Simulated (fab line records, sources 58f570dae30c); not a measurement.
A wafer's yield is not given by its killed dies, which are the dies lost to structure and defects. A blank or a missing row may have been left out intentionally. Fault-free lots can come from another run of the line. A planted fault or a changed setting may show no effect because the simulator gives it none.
What tool caused it? ; flow berkeley-cmos170 ; 14 lots, 42 wafers sampled, at 6 steps of a route of 331

WHAT THE GAUGES SHOWED, per wafer
UCB170_SACOX_THK_MEAS_02. Usual: SACOX_OXIDE_THK 14.29 nm, standard deviation 0.22.
lot;measured;on;SACOX_OXIDE_THK (nm);flag
L800;day 5 16:58;film-metro-01;14.64 14.33 14.04;
L802;day 6 04:13;film-metro-02;14.21 14.20 14.24;
L804;day 6 17:54;film-metro-02;14.44 14.36 14.04;
L807;day 7 07:23;film-metro-01;14.37 14.15 14.24;
L810;day 7 21:35;film-metro-02;13.97 14.27 14.02;
L811;day 7 21:35;film-metro-04;13.72 13.89 13.65;
L812;day 8 05:51;film-metro-04;14.31 14.49 14.25;
L816;day 8 21:53;film-metro-02;14.11 14.42 14.10;
L817;day 9 17:53;film-metro-02;14.46 14.39 14.40;
L819;day 10 01:19;film-metro-01;14.28 14.35 14.26;
L820;day 10 14:59;film-metro-02;14.15 14.26 14.21;
L821;day 11 02:51;film-metro-04;14.60 14.75 14.63;
L822;day 11 02:52;film-metro-02;14.07 13.91 14.08;
L823;day 11 02:52;film-metro-01;14.37 14.18 14.03;

UCB170_SPACER_THK_MEAS_01. Usual: SPACER_TEOS_THK 376 nm, standard deviation 5.4.
lot;measured;on;SPACER_TEOS_THK (nm);flag
L800;day 7 04:22;film-metro-01;378 375 383;
L802;day 7 18:55;film-metro-03;382 378 383;
L804;day 8 06:42;film-metro-04;370 366 374;
L807;day 8 20:12;film-metro-01;371 381 382;
L810;day 9 09:34;film-metro-04;764 762 754;OFF
L811;day 9 08:49;film-metro-01;746 758 766;OFF
L812;day 10 01:36;film-metro-03;371 370 374;
L816;day 10 16:34;film-metro-03;380 383 380;
L817;day 11 07:42;film-metro-03;376 381 385;
L819;day 11 17:17;film-metro-04;367 376 371;
L820;day 12 03:32;film-metro-01;369 365 367;
L821;day 12 20:41;film-metro-03;378 370 380;
L822;day 12 20:41;film-metro-04;376 376 378;
L823;day 12 20:11;film-metro-01;366 379 377;

UCB170_M3_CD_MEAS_90: the cd target is 700 nm. Usual: cd-nm 700 nm, standard deviation 3.1.
lot;measured;on;cd-nm (nm);flag
L800;day 8 14:28;cd-sem-02;702 700 702;
L802;day 9 05:35;cd-sem-01;696 695 698;
L804;day 9 14:19;cd-sem-02;699 695 702;
L807;day 10 06:04;cd-sem-01;698 697 695;
L812;day 11 13:02;cd-sem-01;697 694 697;
L816;day 12 02:41;cd-sem-02;706 706 706;
L817;day 12 19:26;cd-sem-01;701 702 700;
L819;day 13 03:06;cd-sem-02;691 697 698;
L820;day 13 14:03;cd-sem-02;699 700 703;
L821;day 14 05:34;cd-sem-01;694 697 696;
L822;day 14 08:02;cd-sem-01;702 701 702;
L823;day 14 02:43;cd-sem-02;703 698 699;

EACH LOT AND THE TOOL THAT RAN IT (in order: tool; ch and the chambers of the sampled wafers; start)
lot;UCB170_SPACER_CVD_00;UCB170_SPACER_ETCHBACK_03;UCB170_V2_CMP_02
L800;pecvd-02 ch 1,2, day 7 04:18;rie-diel-02 ch 0,2,3, day 7 10:13;cmp-02 ch 0,1,3, day 8 09:18
L802;pecvd-04 ch 0,1,2, day 7 18:52;rie-diel-04 ch 0,2,3, day 8 00:44;cmp-02 ch 1,2, day 9 00:41
L804;pecvd-02 ch 0,2, day 8 06:39;rie-diel-02 ch 0,3, day 8 14:30;cmp-01 ch 0,1,2, day 9 09:52
L807;pecvd-02 ch 1,2, day 8 20:08;rie-diel-02 ch 0,3, day 9 03:22;cmp-02 ch 0,1,2, day 10 00:53
L810;pecvd-04 ch 0,2, day 9 09:18;rie-diel-03 ch 1,2,3, day 9 15:59;-
L811;pecvd-02 ch 0,2, day 9 08:34;rie-diel-04 ch 0,1,2, day 9 15:55;-
L812;pecvd-01 ch 0,1, day 10 01:32;rie-diel-02 ch 1,2, day 10 07:04;cmp-01 ch 1,3, day 11 08:05
L816;pecvd-04 ch 0,1,2, day 10 16:30;rie-diel-03 ch 0,2,3, day 10 22:49;cmp-02 ch 0,3, day 11 21:37
L817;pecvd-04 ch 0,1, day 11 07:39;rie-diel-02 ch 2,3, day 11 14:22;cmp-02 ch 0,1, day 12 13:32
L819;pecvd-01 ch 0,1, day 11 17:14;rie-diel-04 ch 2,3, day 11 22:29;cmp-01 ch 0,1,2, day 12 21:25
L820;pecvd-01 ch 0,1,2, day 12 03:29;rie-diel-03 ch 0,1,3, day 12 09:50;cmp-01 ch 1,2,3, day 13 07:19
L821;pecvd-01 ch 0,1,2, day 12 20:38;rie-diel-02 ch 0,3, day 13 00:07;cmp-01 ch 2,3, day 13 23:11
L822;pecvd-04 ch 1,2, day 12 20:38;rie-diel-03 ch 0,1,3, day 13 00:07;cmp-02 ch 0,1,3, day 14 00:46
L823;pecvd-02 ch 0,2, day 12 20:04;rie-diel-04 ch 0,2, day 13 00:07;cmp-02 ch 2,3, day 13 21:42
- UCB170_SPACER_CVD_00: deposits SiO2 from TEOS/O2, target thk 376 nm, time 47 s.
- UCB170_SPACER_ETCHBACK_03: etches SiO2 in CHF3/CF4/Ar, stops on Si, target depth 376 nm, time 100 s.
- UCB170_V2_CMP_02: polishes SiO2.

WHAT THE TOOLS THEMSELVES READ (means of the sampled wafers that have a number; where no wafer has one, the mark that the record gives instead)
UCB170_SPACER_CVD_00. Usual: heater-power-w 258 W, standard deviation 56.
lot;tool;heater-power-w (W);flag
L800;pecvd-02;198;
L802;pecvd-04;282;
L804;pecvd-02;215;
L807;pecvd-02;204;
L810;pecvd-04;284;
L811;pecvd-02;250;
L812;pecvd-01;326;
L816;pecvd-04;261;
L817;pecvd-04;219;
L819;pecvd-01;320;
L820;pecvd-01;287;
L821;pecvd-01;302;
L822;pecvd-04;274;
L823;pecvd-02;207;

UCB170_SPACER_ETCHBACK_03. Usual: drypump-motor-current-A 5.6 A, standard deviation 0.55; oes-product-au 0.904 a.u., standard deviation 0.015; throttle-valve-pct 6.47 %, standard deviation 0.11.
lot;tool;drypump-motor-current-A (A);oes-product-au (a.u.);throttle-valve-pct (%);flag
L800;rie-diel-02;5.6;0.911;6.57;
L802;rie-diel-04;6.0;0.913;6.36;
L804;rie-diel-02;5.8;0.900;6.56;
L807;rie-diel-02;5.8;0.917;6.59;
L810;rie-diel-03;5.9;0.992;6.50;OFF
L811;rie-diel-04;5.5;0.995;6.30;OFF
L812;rie-diel-02;5.1;0.898;6.47;
L816;rie-diel-03;5.7;0.911;6.52;
L817;rie-diel-02;5.3;0.909;6.54;
L819;rie-diel-04;6.2;0.891;6.42;
L820;rie-diel-03;5.4;0.884;6.52;
L821;rie-diel-02;5.8;0.918;6.60;
L822;rie-diel-03;5.4;0.912;6.53;
L823;rie-diel-04;5.8;0.914;6.30;

UCB170_V2_CMP_02. Usual: head-pressure-psi 6.001 psi, standard deviation 0.013; motor-current-A 16.5 A, standard deviation 1.2; slurry-filter-dp-kPa 13.52 kPa, standard deviation 0.14.
lot;tool;head-pressure-psi (psi);motor-current-A (A);slurry-filter-dp-kPa (kPa);flag
L800;cmp-02;6.015;17.4;13.60;
L802;cmp-02;5.992;17.9;13.53;
L804;cmp-01;5.997;15.9;13.45;
L807;cmp-02;5.997;18.3;13.50;
L812;cmp-01;6.004;16.0;13.55;
L816;cmp-02;5.997;17.0;13.59;
L817;cmp-02;5.997;17.9;13.46;
L819;cmp-01;5.990;15.3;13.49;
L820;cmp-01;6.001;15.4;13.43;
L821;cmp-01;5.996;15.4;13.49;
L822;cmp-02;6.008;17.2;13.47;
L823;cmp-02;5.993;16.6;13.65;

THE ANSWER, worked out from the rows above alone
Rule: take the mean of a lot's wafers that have a number; if it is more than 3 standard deviations from the usual mean, the lot is off. Also off: a lot with no number at a reading for which 4 or more lots have one. Where the step has rows for the other lots, those lots are counted as sound. After the gauges, taken in route order, come the tools' own readings; for these a lot's mean is taken, as printed above. At the first step where some lot is off, the reading lying furthest off is the one used; lots without a number count as furthest.
Off: L810, L811, at UCB170_SPACER_THK_MEAS_01 (SPACER_TEOS_THK).
If a tool, at a process step before that reading, ran all the lots that are off and no sound lot after the first of them, it fits. Not tried: the gauges at UCB170_SPACER_THK_MEAS_01; whatever is off there is also off at UCB170_SPACER_ETCHBACK_03, on other tools, and gauge error can't account for it. Of those tried, none fits.

WHAT THE SIMULATOR HAD INSERTED
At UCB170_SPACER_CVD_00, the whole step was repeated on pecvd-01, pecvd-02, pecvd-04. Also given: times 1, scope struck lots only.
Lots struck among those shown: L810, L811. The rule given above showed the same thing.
